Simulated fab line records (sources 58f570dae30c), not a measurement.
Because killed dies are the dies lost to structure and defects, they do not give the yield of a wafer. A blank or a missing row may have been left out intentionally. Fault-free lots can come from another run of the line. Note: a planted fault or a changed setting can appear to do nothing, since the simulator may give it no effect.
A struck lot beside a sound one :: flow berkeley_cmos170 :: 14 out of 331 route steps
Sound: the wafers L399.1, L399.2, L399.5. Wafers struck: L404.3, L404.4, L404.5. At the end, the cause is stated.
At each step with rows: each side's tool, then ch and its chambers, then its first start. Under that, the readings that differ: sound wafers :: struck wafers :: difference of the means :: sigmas: that difference in standard deviations of wafers without a fault.
alike: words and numbers the same on both sides, and readings whose means are apart by under 2 such deviations; not compared: readings that were withheld, readings missing a value for some wafer, numbers with overlapping values and no deviation given by the record, and bounds like >300 which may hide the same value.
Wherever a step has rows on one side only, a row that says differs or no value, or a row with sigmas, the two part there. Non-overlapping numbers with no deviation appear without sigmas and do not part them. Lack of a reading on every wafer of one side parts them only where that side has two or more wafers.

first, 2 steps without rows for these wafers: UCB170_NWELL_PEB_10; UCB170_NWELL_DEVELOP_11 (develop time 45 s).
UCB170_NWELL_OVL_MEAS_12:
  sound on overlay-02 at day 4 14:55; struck on overlay-02 at day 5 13:24
  alike: NWELL_OVL
UCB170_NWELL_ETCH_13: etches Si3N4 in CH3F/Ar/O2, stops on SiO2, target depth 246.4 nm, time 154 s.
  sound on rie_diel-01 ch 1,2,3, day 4 14:56; struck on rie_diel-01 ch 0,1,2, day 5 13:26
  alike: drypump_motor_current_A, mfc_ar_sccm, oes_product_au, throttle_valve_pct
  not compared: rf_hours_counter_h
following that, these wafers have no rows for 1 step: UCB170_NWELL_IMPLANT_14.
UCB170_NWELL_STRIP_15: strips in O2.
  sound on plasma_asher-02 ch 0,1, day 4 15:12; struck on plasma_asher-04 ch 0,1, day 5 13:43
  alike: drypump_motor_current_A, oes_product_au, strip_time_to_endpoint_s
  not compared: rf_hours_counter_h
UCB170_NWELL_TW_MEAS_16:
  sound on film_metro-01 at day 4 15:18; struck on film_metro-03 at day 5 13:48
  alike: NWELL_TW
then, 5 steps without rows for these wafers: UCB170_NWELL_CLEAN_17 (cleans in SPM, time 600 s); UCB170_NWELL_WET_ETCH_18 (etches Si3N4 in H3PO4, time 14400 s); UCB170_NWELL_WET_ETCH_19 (etches SiO2 in BOE, time 22 s); UCB170_PWELL_CLEAN_00 (cleans in SPM, time 600 s); UCB170_PWELL_CLEAN_01 (cleans in dHF, time 60 s).
UCB170_PWELL_OXIDATION_02: target thk 26.4 nm, ox time 1260 s.
  struck on furnace-04, day 5 21:53; sound on furnace-04 ch 0, day 4 21:41
  no value came back on the struck wafers for ox_temp_c (C), ox_temp_c_max, zone_power_centre_pct (%); on the sound wafers ox_temp_c (C) reads 1000.4 1000.0 999.9
then, 1 step without rows for these wafers: UCB170_PWELL_ANNEAL_04 (time 900 s).

## WHERE THEY PART
UCB170_PWELL_OXIDATION_02 only, going by this record.

WHY: the cause the simulator had injected
Beginning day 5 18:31, the whole step at UCB170_PWELL_OXIDATION_02 was skipped on furnace-04. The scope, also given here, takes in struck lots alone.
